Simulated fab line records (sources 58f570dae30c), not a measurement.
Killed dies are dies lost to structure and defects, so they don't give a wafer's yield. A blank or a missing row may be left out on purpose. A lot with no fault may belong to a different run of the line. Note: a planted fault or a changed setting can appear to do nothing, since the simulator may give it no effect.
Which of the tools did it? -- flow berkeley_cmos170 -- Sampling: 14 lots, 42 wafers, 6 of 331 route steps

WHAT EACH GAUGE READ, for each wafer
UCB170_GATE_CD_MEAS_12: the cd target is 350 nm.
lot,measured,on,cd_nm (nm)
L215,day 5 23:20,cd_sem-01,348.2 348.4 348.2
L214,day 5 23:04,cd_sem-01,352.9 351.5 352.6
L212,day 5 23:14,cd_sem-02,349.9 351.6 350.5
L217,day 6 20:16,cd_sem-01,349.5 347.8 350.1
L220,day 7 05:47,cd_sem-01,350.1 349.7 349.0
L219,day 7 06:01,cd_sem-02,349.5 349.0 349.8
L223,day 7 17:06,cd_sem-01,347.2 345.7 347.1
L221,day 7 17:23,cd_sem-01,349.6 349.8 350.1
L222,day 7 17:13,cd_sem-02,351.3 351.5 350.5
L226,day 9 00:36,cd_sem-02,352.2 351.0 351.3
L227,day 9 06:54,cd_sem-01,350.3 348.9 348.9
L230,day 9 12:13,cd_sem-02,350.7 350.9 349.9
L232,day 10 05:22,cd_sem-01,349.9 348.8 348.2
L235,day 10 23:22,cd_sem-02,351.0 350.6 350.7

UCB170_SILICIDE_RS_MEAS_02: measures by four-point-probe.
lot,measured,on,SILICIDE_TI_RS (ohm/sq)
L215,day 6 16:08,film_metro-03,25.97 26.16 26.13
L214,day 6 14:28,film_metro-04,26.09 26.09 26.01
L212,day 6 15:29,film_metro-01,25.99 26.16 26.34
L217,day 7 13:22,film_metro-03,25.49 25.93 26.02
L220,day 7 21:37,film_metro-04,26.22 26.28 26.27
L219,day 7 22:05,film_metro-04,26.22 26.54 26.23
L223,day 8 13:06,film_metro-01,11.87 11.85 11.90
L221,day 8 12:31,film_metro-01,25.99 26.15 26.26
L222,day 8 12:29,film_metro-04,26.02 26.56 26.26
L226,day 9 17:22,film_metro-01,26.11 26.15 26.15
L227,day 9 21:39,film_metro-03,26.24 26.13 26.28
L230,day 10 05:04,film_metro-01,11.66 11.75 11.76
L232,day 10 21:41,film_metro-01,26.09 26.17 26.17
L235,day 11 14:13,film_metro-03,26.62 26.35 26.20

UCB170_SILICIDE_THK_MEAS_03: measures by xrf.
lot,measured,on,SILICIDE_TI_THK (nm)
L215,day 6 16:16,film_metro-03,30.02 29.79 29.82
L214,day 6 14:35,film_metro-04,29.61 29.47 29.73
L212,day 6 15:35,film_metro-01,30.16 30.06 29.74
L217,day 7 13:28,film_metro-03,30.60 30.09 29.90
L220,day 7 21:43,film_metro-04,29.70 29.68 29.67
L219,day 7 22:11,film_metro-04,29.49 29.33 29.56
L223,day 8 13:13,film_metro-01,59.14 59.36 58.91
L221,day 8 12:37,film_metro-01,29.96 30.04 29.69
L222,day 8 12:36,film_metro-04,29.64 29.23 29.52
L226,day 9 17:28,film_metro-01,30.04 29.86 30.01
L227,day 9 21:46,film_metro-03,29.64 29.94 29.65
L230,day 10 05:11,film_metro-01,60.29 60.08 59.93
L232,day 10 21:48,film_metro-01,29.88 29.70 29.78
L235,day 11 14:20,film_metro-03,29.37 29.61 29.76

UCB170_CONTACT_CD_MEAS_15: the cd target is 700 nm.
lot,measured,on,cd_nm (nm)
L215,day 6 22:36,cd_sem-01,701.0 701.5 700.4
L214,day 6 19:09,cd_sem-01,699.3 698.9 698.8
L212,day 6 23:10,cd_sem-02,697.4 697.8 699.9
L217,day 7 19:50,cd_sem-01,699.6 701.5 700.1
L220,day 8 01:32,cd_sem-01,700.7 701.1 700.6
L219,day 8 02:13,cd_sem-01,701.8 702.0 702.2
L223,day 8 18:23,cd_sem-01,697.9 699.3 698.1
L221,day 8 18:00,cd_sem-02,698.6 697.4 697.9
L222,day 8 18:34,cd_sem-01,699.9 701.4 699.2
L226,day 9 22:11,cd_sem-02,698.9 700.0 700.9
L227,day 10 01:50,cd_sem-02,699.4 699.3 698.5
L230,day 10 11:22,cd_sem-01,698.4 698.5 696.7
L232,day 11 03:35,cd_sem-02,700.6 702.9 702.5
L235,day 11 18:21,cd_sem-02,698.3 700.8 700.3

TOOL THAT RAN EACH LOT (tool first, then ch and the chambers of the sampled wafers, then the start)
lot,UCB170_PVT_STRIP_08,UCB170_SILICIDE_SPUTTER_01
L215,"plasma_asher-02 ch 0,1, day 5 13:50","pvd_sputter-03, day 6 16:07"
L214,"plasma_asher-02 ch 0,1, day 5 14:05","pvd_sputter-02, day 6 14:23"
L212,"plasma_asher-04 ch 0,1, day 5 14:08","pvd_sputter-02, day 6 15:26"
L217,"plasma_asher-02 ch 0,1, day 6 05:28","pvd_sputter-04, day 7 13:18"
L220,"plasma_asher-04 ch 0,1, day 6 21:17","pvd_sputter-03, day 7 21:34"
L219,"plasma_asher-01 ch 0, day 6 21:52","pvd_sputter-04, day 7 22:02"
L223,"plasma_asher-04 ch 0,1, day 7 05:44","pvd_sputter-03, day 8 12:51"
L221,"plasma_asher-01 ch 0,1, day 7 05:59","pvd_sputter-02, day 8 12:27"
L222,"plasma_asher-04 ch 0,1, day 7 06:00","pvd_sputter-04, day 8 12:27"
L226,"plasma_asher-02 ch 0,1, day 8 14:20","pvd_sputter-04, day 9 17:17"
L227,"plasma_asher-02 ch 0,1, day 8 19:29","pvd_sputter-03, day 9 21:37"
L230,"plasma_asher-02 ch 0,1, day 9 00:13","pvd_sputter-04, day 10 04:41"
L232,"plasma_asher-04 ch 0,1, day 9 20:06","pvd_sputter-04, day 10 21:39"
L235,"plasma_asher-01 ch 0,1, day 10 11:16","pvd_sputter-04, day 11 14:11"
- UCB170_PVT_STRIP_08: strips in O2.
- UCB170_SILICIDE_SPUTTER_01: material Ti, target thk 30 nm, time 25 s.

AS READ BY THE TOOLS THEMSELVES (means over the sampled wafers that have a number; for cases with no such wafer, the mark the record gives instead)
UCB170_PVT_STRIP_08.
lot,tool,drypump_motor_current_A (A),oes_product_au (a.u.),strip_time_to_endpoint_s (s)
L215,plasma_asher-02,6.0,0.732,21.57
L214,plasma_asher-02,6.0,0.736,21.68
L212,plasma_asher-04,5.4,0.734,21.56
L217,plasma_asher-02,6.4,0.732,21.58
L220,plasma_asher-04,5.5,0.738,21.74
L219,plasma_asher-01,5.4,0.731,21.66
L223,plasma_asher-04,5.4,0.728,21.72
L221,plasma_asher-01,5.1,0.732,21.65
L222,plasma_asher-04,5.4,0.736,21.71
L226,plasma_asher-02,6.4,0.737,21.74
L227,plasma_asher-02,6.4,0.731,21.59
L230,plasma_asher-02,6.4,0.734,21.61
L232,plasma_asher-04,5.5,0.731,21.62
L235,plasma_asher-01,5.0,0.732,21.73

UCB170_SILICIDE_SPUTTER_01.
lot,tool,throttle_valve_pct (%)
L215,pvd_sputter-03,30.8
L214,pvd_sputter-02,28.1
L212,pvd_sputter-02,30.0
L217,pvd_sputter-04,28.9
L220,pvd_sputter-03,31.5
L219,pvd_sputter-04,28.8
L223,pvd_sputter-03,31.2
L221,pvd_sputter-02,30.7
L222,pvd_sputter-04,28.8
L226,pvd_sputter-04,29.9
L227,pvd_sputter-03,30.3
L230,pvd_sputter-04,29.6
L232,pvd_sputter-04,29.5
L235,pvd_sputter-04,29.7

THE ANSWER, worked out from the rows above alone
Rule: what is usual is taken from the lots themselves. Put in order of their means at a reading, lots are off if they are a third of the lots or fewer, leave a main group of 4 or more, and stand apart from it by a gap of 3 or more times the standard deviation of the main group's means; of several such gaps the widest counts. If all means in a main group match to the digits the tables above print for the reading, that group is not used. Also off: a lot with no number at a reading for which 4 or more lots have one. The other lots that the step has rows for count as sound. The gauges are gone through in route order, then the tools' own readings, and for those a lot's mean is taken as printed above. At the first step where some lot is off, the reading lying furthest off is the one used; lots without a number count as furthest.
Off: L223, L230, at UCB170_SILICIDE_RS_MEAS_02 (SILICIDE_TI_RS). The main group has a mean of 26.17 ohm/sq with a standard deviation of 0.14.
If a tool, at a process step before that reading, ran all the lots that are off and no sound lot after the first of them, it fits. The gauges at UCB170_SILICIDE_RS_MEAS_02 are tried like those tools. No candidate that was tried fits.

WHAT HAD BEEN PUT IN BY THE SIMULATOR
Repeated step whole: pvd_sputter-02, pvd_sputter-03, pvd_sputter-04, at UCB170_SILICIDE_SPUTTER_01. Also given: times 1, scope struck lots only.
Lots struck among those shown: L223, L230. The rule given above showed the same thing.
